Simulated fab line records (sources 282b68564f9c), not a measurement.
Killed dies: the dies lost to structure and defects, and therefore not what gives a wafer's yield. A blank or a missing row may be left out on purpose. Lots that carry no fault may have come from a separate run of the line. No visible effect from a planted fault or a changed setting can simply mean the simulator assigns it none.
fab line records -- flow ritCmos
record lots=7, wafers=21, lastDay=7
route steps=202 shown SPACER@127 NSD@131 PSD@142 SDANNEAL@153 PLDD@159 M1@202
lots with no fault: from the same line, run without faults
startH: hours from the record's opening day to when the first of the lot's shown wafers began -- waitH: hours since the lot's step before -- " same as the row above -- L1.1+2: several wafers, shown together as one row -- - no value present, or no start provided -- * or withheld: withheld -- < > ~ a bound
route shown NAME@n: NAME is a module with steps in the file, n the number in the route of the first one -- usual: the fault-free wafers' mean and standard deviation -- same: alike in all rows -- chamber/n: place in a boat -- sites: per-site readings -- _std_site: how widely they spread, as a standard deviation -- _edge_site: the outer-site mean with the inner-site mean subtracted -- radiusMm: how far each site lies from the wafer's centre -- mask NAME#n: copy n -- behind: the last tool/chamber to shape the wafer -- hold: what put the lot on hold/how long, in hours/how the hold closed -- device: the n, p or np transistor that did not switch -- end of line: tests run on the same wafers once the route is complete -- a step with no rows: only its recipe -- killed: count of dies lost to structure and defects at first sort (not the wafer's yield) -- map: the dies of a wafer, with x for killed, . for not killed, _ for no die there
set.NAME: the setting that was run; set.NAME@STEP: the one run at that earlier step -- model.NAME: the simulator's own value behind a step, which no gauge read
lots seen at some steps along the route; tables by step, rows by wafer
services: the hour from which a tool's chamber was out of use, counted from the record's first day as startH (under 0 if before that day), plus the number of hours and why
## steps
# step RIT_SPACER_CLEAN_02
# recipe chemistry=SC2, mix=3:3:50, timeS=600, tempC=75, dry=n2Spin
# step RIT_SPACER_CVD_03
# recipe material=Si3N4, targetThkNm=250, tempC=810, precursor=SiH2Cl2/NH3, timeS=3300, pressureMtorr=300, sih2cl2FlowSccm=60, nh3FlowSccm=150
# step RIT_SPACER_THK_MEAS_04
# recipe reads=Si3N4_of_SPACER_CVD_03
# usual SPACER_NITRIDE_THK=249.6/2.5
lot.wafer,tool,chamber,startH,waitH,SPACER_NITRIDE_THK[nm]
L501.2,filmMetro-03,-,51.54,0.0,248.6
L501.3,filmMetro-03,-,51.54,0.0,248.0
L501.5,filmMetro-03,-,51.54,0.0,249.0
L503.3,filmMetro-02,-,56.60,0.0,248.2
L503.4,filmMetro-02,-,56.60,0.0,246.6
L503.6,filmMetro-02,-,56.60,0.0,247.0
L513.1,filmMetro-01,-,105.73,0.0,245.5
L513.5,filmMetro-01,-,105.73,0.0,244.5
L513.6,filmMetro-01,-,105.73,0.0,245.9
L515.4,filmMetro-03,-,117.90,0.0,249.5
L515.5,filmMetro-03,-,117.90,0.0,250.3
L515.6,filmMetro-03,-,117.90,0.0,249.1
L516.3,filmMetro-03,-,121.88,0.0,246.5
L516.4,filmMetro-03,-,121.88,0.0,248.3
L516.6,filmMetro-03,-,121.88,0.0,247.0
L518.1,filmMetro-02,-,133.07,0.0,253.0
L518.2,filmMetro-02,-,133.07,0.0,254.9
L518.5,filmMetro-02,-,133.07,0.0,250.4
L524.1,filmMetro-01,-,160.38,0.0,249.5
L524.3,filmMetro-01,-,160.38,0.0,252.9
L524.4,filmMetro-01,-,160.38,0.0,251.5
# step RIT_SPACER_ETCHBACK_05
# recipe targetDepthA=2500, SF6_flow_sccm=30, CHF3_flow_sccm=30, target=Si3N4, chemistry=SF6/CHF3, pressureMtorr=40, rfW=250, timeS=240, stopOn=SiO2
# usual drypumpMotorCurrentA=5.3/0.48, oesProductAu=0.845/0.016, throttleValvePct=10.29/0.12
lot.wafer,tool,chamber,startH,waitH,drypumpMotorCurrentA,oesProductAu,rfHoursCounterH,throttleValvePct
L501.2,rieDiel-04,1,51.59,0.0,5.0,0.840,38,10.21
L501.3,rieDiel-04,3,51.59,0.0,5.7,0.854,6,10.41
L501.5,rieDiel-04,2,51.59,0.0,5.1,0.840,-,10.28
L503.3,rieDiel-03,2,56.64,0.0,6.3,0.832,46,10.61
L503.4,rieDiel-03,3,56.64,0.0,5.4,0.851,117,10.24
L503.6,rieDiel-03,3,56.64,0.0,5.4,0.839,-,10.24
L513.1,rieDiel-01,2,105.79,0.1,5.7,0.855,1,10.29
L513.5,rieDiel-01,3,105.79,0.1,5.0,0.839,-,10.11
L513.6,rieDiel-01,0,105.79,0.1,4.8,0.812,-,10.32
L515.4,rieDiel-01,0,117.93,0.0,4.8,0.824,33,10.32
L515.5,rieDiel-01,1,117.93,0.0,4.7,0.848,-,10.26
L515.6,rieDiel-01,2,117.93,0.0,5.6,0.859,-,10.30
L516.3,rieDiel-04,2,121.92,0.0,5.1,0.828,4,10.30
L516.4,rieDiel-04,1,121.92,0.0,5.0,0.826,39,10.21
L516.6,rieDiel-04,2,121.92,0.0,5.1,0.825,-,10.28
L518.1,rieDiel-04,0,133.13,0.1,6.3,0.872,6,10.19
L518.2,rieDiel-04,1,133.13,0.1,5.0,0.855,39,10.21
L518.5,rieDiel-04,2,133.13,0.1,5.1,0.834,-,10.29
L524.1,rieDiel-03,3,160.44,0.1,5.4,0.840,119,10.24
L524.3,rieDiel-03,0,160.44,0.1,5.3,0.830,105,10.22
L524.4,rieDiel-03,2,160.44,0.1,6.2,0.838,49,10.63
# step RIT_NSD_HMDS_00
# recipe primeTimeS=60, primeTempC=140
# step RIT_NSD_COAT_01
# recipe resist=NOVOLAK, spinRpm=3250, resistThkNm=1000
# step RIT_NSD_SOFTBAKE_02
# recipe resist=NOVOLAK, tempC=90, timeS=60
# step RIT_NSD_EXPOSE_03
# recipe maskId=M9, na=0.57, targetCdNm=40700, doseMj=250
# step RIT_NSD_PEB_04
# recipe resist=NOVOLAK, tempC=withheld, timeS=withheld
# step RIT_NSD_DEVELOP_05
# recipe resist=NOVOLAK, developTimeS=50, devTempC=23
# step RIT_NSD_OVL_MEAS_06
# usual NSD_OVL=-0.4/1.3
lot.wafer,tool,chamber,startH,waitH,NSD_OVL[nm]
L501.2,overlay-02,-,52.59,-,0.5
L501.3,overlay-02,-,52.59,-,-0.8
L501.5,overlay-02,-,52.59,-,-0.4
L503.3,overlay-01,-,57.90,-,0.9
L503.4,overlay-01,-,57.90,-,1.0
L503.6,overlay-01,-,57.90,-,1.5
L513.1,overlay-01,-,106.92,-,0.0
L513.5,overlay-01,-,106.92,-,1.4
L513.6,overlay-01,-,106.92,-,-0.1
L515.4,overlay-01,-,118.95,-,-0.5
L515.5,overlay-01,-,118.95,-,0.7
L515.6,overlay-01,-,118.95,-,1.9
L516.3,overlay-01,-,122.93,-,0.5
L516.4,overlay-01,-,122.93,-,-1.2
L516.6,overlay-01,-,122.93,-,-1.3
L518.1,overlay-02,-,134.29,-,0.5
L518.2,overlay-02,-,134.29,-,-0.8
L518.5,overlay-02,-,134.29,-,1.0
L524.1,overlay-01,-,161.44,-,-1.6
L524.3,overlay-01,-,161.44,-,-2.7
L524.4,overlay-01,-,161.44,-,-3.5
# step RIT_NSD_HARDBAKE_07
# recipe resist=NOVOLAK, tempC=140, timeS=60
# step RIT_NSD_IMPLANT_08
# recipe species=P, energyKev=25, doseCm2=1e+15, tiltDeg=7
# usual doseIonsCm2=1.0001e+15/1e+12
lot.wafer,tool,chamber,startH,waitH,doseIonsCm2
L501.2,implanter-03,0,52.80,0.1,9.999e+14
L501.3,implanter-03,0,52.80,0.1,9.999e+14
L501.5,implanter-03,0,52.80,0.1,9.995e+14
L503.3,implanter-04,0,58.12,0.1,9.995e+14
L503.4,implanter-04,0,58.12,0.1,1.0019e+15
L503.6,implanter-04,0,58.12,0.1,1.0012e+15
L513.1,implanter-04,0,107.11,0.1,1.0432e+15
L513.5,implanter-04,0,107.11,0.1,1.0412e+15
L513.6,implanter-04,0,107.11,0.1,1.0432e+15
L515.4,implanter-04,0,119.19,0.1,1.0441e+15
L515.5,implanter-04,0,119.19,0.1,1.0446e+15
L515.6,implanter-04,0,119.19,0.1,1.0437e+15
L516.3,implanter-04,0,123.16,0.1,1.0429e+15
L516.4,implanter-04,0,123.16,0.1,1.0428e+15
L516.6,implanter-04,0,123.16,0.1,1.0424e+15
L518.1,implanter-03,0,134.48,0.1,1.0019e+15
L518.2,implanter-03,0,134.48,0.1,9.995e+14
L518.5,implanter-03,0,134.48,0.1,1.002e+15
L524.1,implanter-03,0,161.63,0.1,9.994e+14
L524.3,implanter-03,0,161.63,0.1,9.991e+14
L524.4,implanter-03,0,161.63,0.1,9.994e+14
# step RIT_NSD_STRIP_09
# recipe chemistry=O2, timeS=180, resist=NOVOLAK, platenTempC=withheld, powerW=500, pressureMtorr=4000, o2FlowSccm=4000
# usual drypumpMotorCurrentA=5.4/0.49
lot.wafer,tool,chamber,startH,waitH,drypumpMotorCurrentA,rfHoursCounterH
L501.2,plasmaAsher-01,1,52.92,0.1,5.1,43
L501.3,plasmaAsher-01,1,52.92,0.1,5.0,-
L501.5,plasmaAsher-01,0,52.92,0.1,5.4,-
L503.3,plasmaAsher-02,1,58.28,0.1,5.5,-
L503.4,plasmaAsher-02,0,58.28,0.1,5.9,-
L503.6,plasmaAsher-02,0,58.28,0.1,5.8,-
L513.1,plasmaAsher-01,1,107.26,0.1,5.1,49
L513.5,plasmaAsher-01,1,107.26,0.1,5.0,-
L513.6,plasmaAsher-01,0,107.26,0.1,5.4,-
L515.4,plasmaAsher-01,1,119.33,0.1,5.1,-
L515.5,plasmaAsher-01,1,119.33,0.1,5.1,-
L515.6,plasmaAsher-01,0,119.33,0.1,5.4,-
L516.3,plasmaAsher-01,0,123.31,0.1,5.4,-
L516.4,plasmaAsher-01,1,123.31,0.1,5.0,-
L516.6,plasmaAsher-01,0,123.31,0.1,5.4,-
L518.1,plasmaAsher-04,1,134.63,0.1,4.7,52
L518.2,plasmaAsher-04,0,134.63,0.1,6.2,52
L518.5,plasmaAsher-04,1,134.63,0.1,4.7,-
L524.1,plasmaAsher-01,1,161.78,0.1,5.0,5
L524.3,plasmaAsher-01,1,161.78,0.1,5.1,-
L524.4,plasmaAsher-01,0,161.78,0.1,5.4,-
# step RIT_NSD_TW_MEAS_10
# usual NSD_TW=3083/30
lot.wafer,tool,chamber,startH,waitH,NSD_TW
L501.2,filmMetro-03,-,53.11,0.1,3078
L501.3,filmMetro-03,-,53.11,0.1,3071
L501.5,filmMetro-03,-,53.11,0.1,3056
L503.3,filmMetro-03,-,58.42,0.1,3063
L503.4,filmMetro-03,-,58.42,0.1,3088
L503.6,filmMetro-03,-,58.42,0.1,3066
L513.1,filmMetro-04,-,107.43,0.1,3138
L513.5,filmMetro-04,-,107.43,0.1,3131
L513.6,filmMetro-04,-,107.43,0.1,3140
L515.4,filmMetro-04,-,119.47,0.1,3127
L515.5,filmMetro-04,-,119.47,0.1,3131
L515.6,filmMetro-04,-,119.47,0.1,3139
L516.3,filmMetro-01,-,123.45,0.1,3064
L516.4,filmMetro-01,-,123.45,0.1,3063
L516.6,filmMetro-01,-,123.45,0.1,3058
L518.1,filmMetro-03,-,134.80,0.1,3073
L518.2,filmMetro-03,-,134.80,0.1,3053
L518.5,filmMetro-03,-,134.80,0.1,3062
L524.1,filmMetro-03,-,161.95,0.1,3074
L524.3,filmMetro-03,-,161.95,0.1,3070
L524.4,filmMetro-03,-,161.95,0.1,3057
# step RIT_PSD_HMDS_00
# recipe primeTimeS=60, primeTempC=140
# step RIT_PSD_COAT_01
# recipe resist=NOVOLAK, spinRpm=3250, resistThkNm=1000
# step RIT_PSD_SOFTBAKE_02
# recipe resist=NOVOLAK, tempC=90, timeS=60
# step RIT_PSD_EXPOSE_03
# recipe maskId=M10, na=0.57, targetCdNm=40900, doseMj=250
# step RIT_PSD_PEB_04
# recipe resist=NOVOLAK, tempC=withheld, timeS=withheld
# step RIT_PSD_DEVELOP_05
# recipe resist=NOVOLAK, developTimeS=50, devTempC=23
# step RIT_PSD_OVL_MEAS_06
# usual PSD_OVL=-0.8/1.3
lot.wafer,tool,chamber,startH,waitH,PSD_OVL[nm]
L501.2,overlay-01,-,54.02,-,-2.2
L501.3,overlay-01,-,54.02,-,-0.3
L501.5,overlay-01,-,54.02,-,-1.2
L503.3,overlay-01,-,59.32,-,-1.3
L503.4,overlay-01,-,59.32,-,-0.4
L503.6,overlay-01,-,59.32,-,0.3
L513.1,overlay-01,-,108.34,-,-2.4
L513.5,overlay-01,-,108.34,-,-1.3
L513.6,overlay-01,-,108.34,-,-2.6
L515.4,overlay-02,-,120.49,-,-1.2
L515.5,overlay-02,-,120.49,-,1.1
L515.6,overlay-02,-,120.49,-,-0.8
L516.3,overlay-01,-,124.35,-,0.2
L516.4,overlay-01,-,124.35,-,0.6
L516.6,overlay-01,-,124.35,-,1.0
L518.1,overlay-02,-,135.71,-,-0.4
L518.2,overlay-02,-,135.71,-,-1.0
L518.5,overlay-02,-,135.71,-,-2.4
L524.1,overlay-01,-,162.86,-,-2.3
L524.3,overlay-01,-,162.86,-,-1.5
L524.4,overlay-01,-,162.86,-,-1.9
# step RIT_PSD_HARDBAKE_07
# recipe resist=NOVOLAK, tempC=140, timeS=60
# step RIT_PSD_IMPLANT_08
# recipe species=BF2, energyKev=27, doseCm2=5e+15, tiltDeg=7
# step RIT_PSD_STRIP_09
# recipe chemistry=O2, timeS=180, resist=NOVOLAK, platenTempC=withheld, powerW=500, pressureMtorr=4000, o2FlowSccm=4000
# usual drypumpMotorCurrentA=5.5/0.61
lot.wafer,tool,chamber,startH,waitH,drypumpMotorCurrentA,rfHoursCounterH
L501.2,plasmaAsher-04,0,54.35,0.1,6.2,43
L501.3,plasmaAsher-04,0,54.35,0.1,6.2,-
L501.5,plasmaAsher-04,1,54.35,0.1,4.8,-
L503.3,plasmaAsher-04,0,59.70,0.1,6.2,-
L503.4,plasmaAsher-04,1,59.70,0.1,4.7,-
L503.6,plasmaAsher-04,0,59.70,0.1,6.2,-
L513.1,plasmaAsher-01,0,108.68,0.1,5.4,49
L513.5,plasmaAsher-01,1,108.68,0.1,5.0,-
L513.6,plasmaAsher-01,0,108.68,0.1,5.4,-
L515.4,plasmaAsher-01,1,120.94,0.1,5.1,-
L515.5,plasmaAsher-01,1,120.94,0.1,5.1,-
L515.6,plasmaAsher-01,0,120.94,0.1,5.4,-
L516.3,plasmaAsher-03,1,124.74,0.1,6.5,-
L516.4,plasmaAsher-03,0,124.74,0.1,5.6,-
L516.6,plasmaAsher-03,0,124.74,0.1,5.6,-
L518.1,plasmaAsher-04,1,136.05,0.1,4.7,52
L518.2,plasmaAsher-04,0,136.05,0.1,6.2,52
L518.5,plasmaAsher-04,1,136.05,0.1,4.7,-
L524.1,plasmaAsher-01,0,163.20,0.1,5.4,5
L524.3,plasmaAsher-01,1,163.20,0.1,5.0,-
L524.4,plasmaAsher-01,0,163.20,0.1,5.4,-
# step RIT_PSD_TW_MEAS_10
# usual PSD_TW=3385/35
lot.wafer,tool,chamber,startH,waitH,PSD_TW
L501.2,filmMetro-03,-,54.53,0.1,3400
L501.3,filmMetro-03,-,54.53,0.1,3383
L501.5,filmMetro-03,-,54.53,0.1,3395
L503.3,filmMetro-03,-,59.84,0.1,3366
L503.4,filmMetro-03,-,59.84,0.1,3368
L503.6,filmMetro-03,-,59.84,0.1,3391
L513.1,filmMetro-01,-,108.85,0.1,3346
L513.5,filmMetro-01,-,108.85,0.1,3329
L513.6,filmMetro-01,-,108.85,0.1,3330
L515.4,filmMetro-04,-,121.08,0.1,3399
L515.5,filmMetro-04,-,121.08,0.1,3418
L515.6,filmMetro-04,-,121.08,0.1,3410
L516.3,filmMetro-01,-,124.87,0.1,3349
L516.4,filmMetro-01,-,124.87,0.1,3355
L516.6,filmMetro-01,-,124.87,0.1,3335
L518.1,filmMetro-01,-,136.22,0.1,3316
L518.2,filmMetro-01,-,136.22,0.1,3329
L518.5,filmMetro-01,-,136.22,0.1,3342
L524.1,filmMetro-04,-,163.37,0.1,3430
L524.3,filmMetro-04,-,163.37,0.1,3424
L524.4,filmMetro-04,-,163.37,0.1,3427
# step RIT_SDANNEAL_CLEAN_00
# recipe chemistry=SC1, mix=3:3:50, timeS=600, tempC=75
# step RIT_SDANNEAL_CLEAN_01
# recipe chemistry=dHF, dilution=50:1, timeS=30
# step RIT_SDANNEAL_CLEAN_02
# recipe chemistry=SC2, mix=3:3:50, timeS=600, tempC=75, dry=n2Spin
# step RIT_SDANNEAL_RTA_03
# recipe tempC=1050, timeS=5, idleTempC=600, rampUpCPerS=342, rampDownCPerS=171, coolToC=600, ambient=N2
# usual wafer_temp_C_max=1053.6/1.2
lot.wafer,tool,chamber,startH,waitH,wafer_temp_C_max
L501.2,rtpAnneal-02,0,54.99,0.0,1052.4
L501.3,rtpAnneal-02,0,54.99,0.0,1055.4
L501.5,rtpAnneal-02,0,54.99,0.0,1054.1
L503.3,rtpAnneal-02,0,60.39,0.0,1052.0
L503.4,rtpAnneal-02,0,60.39,0.0,1054.5
L503.6,rtpAnneal-02,0,60.39,0.0,1054.5
L513.1,rtpAnneal-02,0,109.31,0.0,1053.2
L513.5,rtpAnneal-02,0,109.31,0.0,1052.2
L513.6,rtpAnneal-02,0,109.31,0.0,1051.6
L515.4,rtpAnneal-02,0,121.53,0.0,1055.5
L515.5,rtpAnneal-02,0,121.53,0.0,1051.8
L515.6,rtpAnneal-02,0,121.53,0.0,1053.1
L516.3,rtpAnneal-01,0,125.34,0.0,1052.6
L516.4,rtpAnneal-01,0,125.34,0.0,1053.5
L516.6,rtpAnneal-01,0,125.34,0.0,1054.3
L518.1,rtpAnneal-01,0,136.68,0.0,1052.8
L518.2,rtpAnneal-01,0,136.68,0.0,1051.5
L518.5,rtpAnneal-01,0,136.68,0.0,1054.2
L524.1,rtpAnneal-02,0,163.82,0.0,1053.9
L524.3,rtpAnneal-02,0,163.82,0.0,1053.2
L524.4,rtpAnneal-02,0,163.82,0.0,1054.4
# step RIT_SDANNEAL_RS_MEAS_04
# recipe thkMeasGauge=four-point-probe
# usual PSD_RS=115.96/0.28
lot.wafer,tool,chamber,startH,waitH,PSD_RS[ohm/sq]
L501.2,filmMetro-03,-,55.06,0.1,115.38
L501.3,filmMetro-03,-,55.06,0.1,115.66
L501.5,filmMetro-03,-,55.06,0.1,115.76
L503.3,filmMetro-04,-,60.47,0.1,115.26
L503.4,filmMetro-04,-,60.47,0.1,115.39
L503.6,filmMetro-04,-,60.47,0.1,115.66
L513.1,filmMetro-03,-,109.37,0.0,115.88
L513.5,filmMetro-03,-,109.37,0.0,116.34
L513.6,filmMetro-03,-,109.37,0.0,116.02
L515.4,filmMetro-01,-,121.62,0.1,115.75
L515.5,filmMetro-01,-,121.62,0.1,116.03
L515.6,filmMetro-01,-,121.62,0.1,115.55
L516.3,filmMetro-04,-,125.45,0.1,115.65
L516.4,filmMetro-04,-,125.45,0.1,115.58
L516.6,filmMetro-04,-,125.45,0.1,115.90
L518.1,filmMetro-03,-,136.80,0.1,116.16
L518.2,filmMetro-03,-,136.80,0.1,115.75
L518.5,filmMetro-03,-,136.80,0.1,116.10
L524.1,filmMetro-03,-,163.88,0.0,116.26
L524.3,filmMetro-03,-,163.88,0.0,116.48
L524.4,filmMetro-03,-,163.88,0.0,116.21
# step RIT_SDANNEAL_RS_MEAS_05
# recipe thkMeasGauge=four-point-probe
# usual NSD_RS=84.63/0.29
lot.wafer,tool,chamber,startH,waitH,NSD_RS[ohm/sq]
L501.2,filmMetro-03,-,55.18,0.1,84.57
L501.3,filmMetro-03,-,55.18,0.1,84.85
L501.5,filmMetro-03,-,55.18,0.1,84.77
L503.3,filmMetro-04,-,60.59,0.1,84.63
L503.4,filmMetro-04,-,60.59,0.1,84.95
L503.6,filmMetro-04,-,60.59,0.1,84.56
L513.1,filmMetro-03,-,109.49,0.1,81.89
L513.5,filmMetro-03,-,109.49,0.1,82.05
L513.6,filmMetro-03,-,109.49,0.1,81.99
L515.4,filmMetro-01,-,121.74,0.1,82.05
L515.5,filmMetro-01,-,121.74,0.1,82.14
L515.6,filmMetro-01,-,121.74,0.1,82.26
L516.3,filmMetro-04,-,125.57,0.1,81.89
L516.4,filmMetro-04,-,125.57,0.1,81.69
L516.6,filmMetro-04,-,125.57,0.1,81.72
L518.1,filmMetro-03,-,136.92,0.1,85.08
L518.2,filmMetro-03,-,136.92,0.1,84.91
L518.5,filmMetro-03,-,136.92,0.1,84.61
L524.1,filmMetro-03,-,164.00,0.1,84.79
L524.3,filmMetro-03,-,164.00,0.1,84.73
L524.4,filmMetro-03,-,164.00,0.1,85.05
# step RIT_SDANNEAL_RS_MEAS_06
# recipe thkMeasGauge=four-point-probe
# usual PLDD_RS=178.7/0.53
lot.wafer,tool,chamber,startH,waitH,PLDD_RS[ohm/sq]
L501.2,filmMetro-03,-,55.30,0.1,178.3
L501.3,filmMetro-03,-,55.30,0.1,178.7
L501.5,filmMetro-03,-,55.30,0.1,178.4
L503.3,filmMetro-04,-,60.71,0.1,179.2
L503.4,filmMetro-04,-,60.71,0.1,178.6
L503.6,filmMetro-04,-,60.71,0.1,178.8
L513.1,filmMetro-03,-,109.61,0.1,178.0
L513.5,filmMetro-03,-,109.61,0.1,178.0
L513.6,filmMetro-03,-,109.61,0.1,178.6
L515.4,filmMetro-01,-,121.86,0.1,178.1
L515.5,filmMetro-01,-,121.86,0.1,178.2
L515.6,filmMetro-01,-,121.86,0.1,178.2
L516.3,filmMetro-04,-,125.69,0.1,178.2
L516.4,filmMetro-04,-,125.69,0.1,178.1
L516.6,filmMetro-04,-,125.69,0.1,178.8
L518.1,filmMetro-03,-,137.04,0.1,178.2
L518.2,filmMetro-03,-,137.04,0.1,179.5
L518.5,filmMetro-03,-,137.04,0.1,178.4
L524.1,filmMetro-03,-,164.12,0.1,179.6
L524.3,filmMetro-03,-,164.12,0.1,178.7
L524.4,filmMetro-03,-,164.12,0.1,178.8
# step RIT_M1_PROBE_99
# usual killedAtContacts=0.1/0.27, killedAtFrontEnd=6.1/2.9, killedDies=6.2/2.9, killedOpen=3.2/1.9, killedShort=3/1.9
# same grossDies=264, killed_at_M0_to_M3=0, killed_at_M4_up=0, killedAtBackSide=0, killedAtOther=0
lot.wafer,tool,chamber,startH,waitH,killedAtContacts,killedAtFrontEnd,killedDies,killedOpen,killedShort,model.etest.contactNplus.endOhmUm
L501.2,prober-02,-,62.51,0.1,0,3,3,1,2,41.46
L501.3,prober-02,-,62.56,0.2,0,4,4,1,3,41.25
L501.5,prober-02,-,62.66,0.2,0,6,6,3,3,41.69
L503.3,prober-02,-,68.47,0.2,1,9,10,3,7,41.44
L503.4,prober-02,-,68.52,0.2,0,9,9,6,3,40.69
L503.6,prober-02,-,68.62,0.2,0,9,9,3,6,41.23
L513.1,prober-02,-,116.70,0.1,0,5,5,4,1,37.98
L513.5,prober-02,-,116.90,0.2,0,11,11,7,4,38.61
L513.6,prober-02,-,116.95,0.2,1,9,10,4,6,38.31
L515.4,prober-02,-,129.15,0.2,0,6,6,2,4,39.38
L515.5,prober-02,-,129.20,0.2,0,3,3,2,1,39.23
L515.6,prober-02,-,129.25,0.2,0,3,3,2,1,38.9
L516.3,prober-01,-,133.44,0.2,0,9,9,4,5,38.97
L516.4,prober-01,-,133.49,0.2,0,7,7,4,3,40.13
L516.6,prober-01,-,133.59,0.2,0,6,6,1,5,38.76
L518.1,prober-01,-,144.39,0.1,0,10,10,7,3,42.18
L518.2,prober-01,-,144.44,0.1,0,5,5,3,2,40.78
L518.5,prober-01,-,144.59,0.2,0,10,10,4,6,40.78
L524.1,prober-01,-,174.23,0.1,0,12,12,4,8,40.68
L524.3,prober-01,-,174.33,0.2,0,5,5,2,3,39.24
L524.4,prober-01,-,174.38,0.2,0,4,4,3,1,41.38
# killed by level:class
L501.2 GATE:geometricParticle:short=2 SILICIDE:geometricParticle:open=1
L501.3 GATE:geometricParticle:short=2 FOX1:geometricParticle:short=1 GATE:geometricParticle:open=1
L501.5 GATE:geometricParticle:short=2 FOX2:geometricParticle:open=1 GATE:geometricParticle:open=1 REOX:geometricParticle:open=1 SILICIDE:geometricParticle:short=1
L503.3 GATE:geometricParticle:short=3 REOX:geometricParticle:short=3 GATE:geometricParticle:open=2 CONTACT:geometricParticle:short=1 SPACER:geometricParticle:open=1
L503.4 GATE:geometricParticle:open=3 SPACER:geometricParticle:open=3 SPACER:geometricParticle:short=2 FOX1:geometricParticle:short=1
L503.6 GATE:geometricParticle:short=4 FOX1:geometricParticle:open=2 FOX1:geometricParticle:short=1 GATE:geometricParticle:open=1 REOX:geometricParticle:short=1
L513.1 SILICIDE:geometricParticle:open=2 FOX1:geometricParticle:short=1 FOX2:geometricParticle:open=1 SPACER:geometricParticle:open=1
L513.5 FOX1:geometricParticle:open=2 GATE:geometricParticle:open=2 SILICIDE:geometricParticle:open=2 FOX1:geometricParticle:short=1 FOX2:geometricParticle:short=1 REOX:geometricParticle:short=1 REOX:geometricParticle:open=1 SILICIDE:geometricParticle:short=1
L513.6 GATE:geometricParticle:short=3 FOX2:geometricParticle:short=2 FOX1:geometricParticle:open=1 FOX2:geometricParticle:open=1 GATE:geometricParticle:open=1 SILICIDE:geometricParticle:open=1 CONTACT:geometricParticle:short=1
L515.4 GATE:geometricParticle:short=2 FOX1:geometricParticle:open=1 FOX2:geometricParticle:short=1 GATE:geometricParticle:open=1 REOX:geometricParticle:short=1
L515.5 FOX1:geometricParticle:open=1 FOX2:geometricParticle:open=1 REOX:geometricParticle:short=1
L515.6 GATE:geometricParticle:open=2 SPACER:geometricParticle:short=1
L516.3 GATE:geometricParticle:open=2 FOX1:geometricParticle:short=1 FOX1:geometricParticle:open=1 FOX2:geometricParticle:short=1 GATE:geometricParticle:short=1 REOX:geometricParticle:short=1 SILICIDE:geometricParticle:short=1 SILICIDE:geometricParticle:open=1
L516.4 FOX1:geometricParticle:short=1 GATE:geometricParticle:open=1 REOX:geometricParticle:open=1 SPACER:geometricParticle:open=1 SPACER:geometricParticle:short=1 SILICIDE:geometricParticle:open=1 SILICIDE:geometricParticle:short=1
L516.6 GATE:geometricParticle:short=4 FOX1:geometricParticle:short=1 GATE:geometricParticle:open=1
L518.1 FOX1:geometricParticle:open=3 GATE:geometricParticle:open=3 FOX1:geometricParticle:short=1 GATE:geometricParticle:short=1 REOX:geometricParticle:open=1 SPACER:geometricParticle:short=1
L518.2 SPACER:geometricParticle:open=2 FOX1:geometricParticle:short=1 REOX:geometricParticle:open=1 SILICIDE:geometricParticle:short=1
L518.5 FOX1:geometricParticle:short=3 GATE:geometricParticle:short=2 GATE:geometricParticle:open=2 FOX1:geometricParticle:open=1 REOX:geometricParticle:open=1 SPACER:geometricParticle:short=1
L524.1 GATE:geometricParticle:short=6 GATE:geometricParticle:open=2 FOX1:geometricParticle:open=1 FOX2:geometricParticle:short=1 REOX:geometricParticle:short=1 SPACER:geometricParticle:open=1
L524.3 FOX1:geometricParticle:short=1 GATE:geometricParticle:short=1 GATE:geometricParticle:open=1 REOX:geometricParticle:open=1 SPACER:geometricParticle:short=1
L524.4 GATE:geometricParticle:open=2 GATE:geometricParticle:short=1 REOX:geometricParticle:open=1
## services
tool,chamber,startH,hours,kind
rieDiel-04,-,35.76,0.5,repair
rieDiel-01,2,37.40,-,clean
rieDiel-01,2,37.40,17.1,scheduledDown
rieDiel-01,2,37.40,17.1,ventCycle
rieDiel-03,-,47.60,1.2,repair
rieDiel-01,-,50.60,2.8,pm
rieDiel-04,-,69.31,1.4,repair
rieDiel-04,-,73.54,14.6,pm
rieDiel-04,0,93.44,3.0,repair
rieDiel-04,3,103.23,16.1,repair
plasmaAsher-02,-,105.11,0.7,repair
plasmaAsher-01,-,108.85,9.0,pm
plasmaAsher-01,0,108.85,9.0,ventCycle
plasmaAsher-01,1,108.85,9.0,ventCycle
plasmaAsher-01,0,117.85,-,clean
plasmaAsher-01,1,117.85,-,clean
rtpAnneal-01,-,127.12,3.8,pm
rieDiel-03,3,143.22,4.3,repair
rieDiel-04,0,148.37,21.6,repair
plasmaAsher-04,-,151.20,3.0,repair
implanter-04,-,151.42,5.6,pm
rieDiel-04,2,152.20,4.1,repair
## key
firstSign step=RIT_NSD_IMPLANT_08, reading=doseIonsCm2, direction=up, sigmas=42, usual=1.0001e+15, struck=1.0431e+15
effect step=RIT_SDANNEAL_RS_MEAS_05, reading=NSD_RS, direction=down, sigmas=9.3, usual=84.63, struck=81.97
modelEffect step=RIT_M1_PROBE_99, value=etest.contactNplus.endOhmUm, without=41.29, struck=38.92
metAt RIT_NSD_IMPLANT_08
struckWafers L513.1,L513.5,L513.6,L515.4,L515.5,L515.6,L516.3,L516.4,L516.6
testerLeftOut L513,L515,L516
onsetBetween 58.12 107.11
fault kind=processParameterDrift, tool=implanter-04, chamber=-, onsetH=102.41, steps=RIT_NSD_IMPLANT_08, channel=doseCm2, offset=4.2784e+13, shape=step, endH=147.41, actsIn=theseRecipesOnly, stated=1e+15
# testerLeftOut: of these lots the tester's yield and bins aren't shown, on N5 and GAA mostly nor the transistor test; their killed dies are dies lost to structure and defects alone, not to doping, threshold or leakage, so they don't give the yield
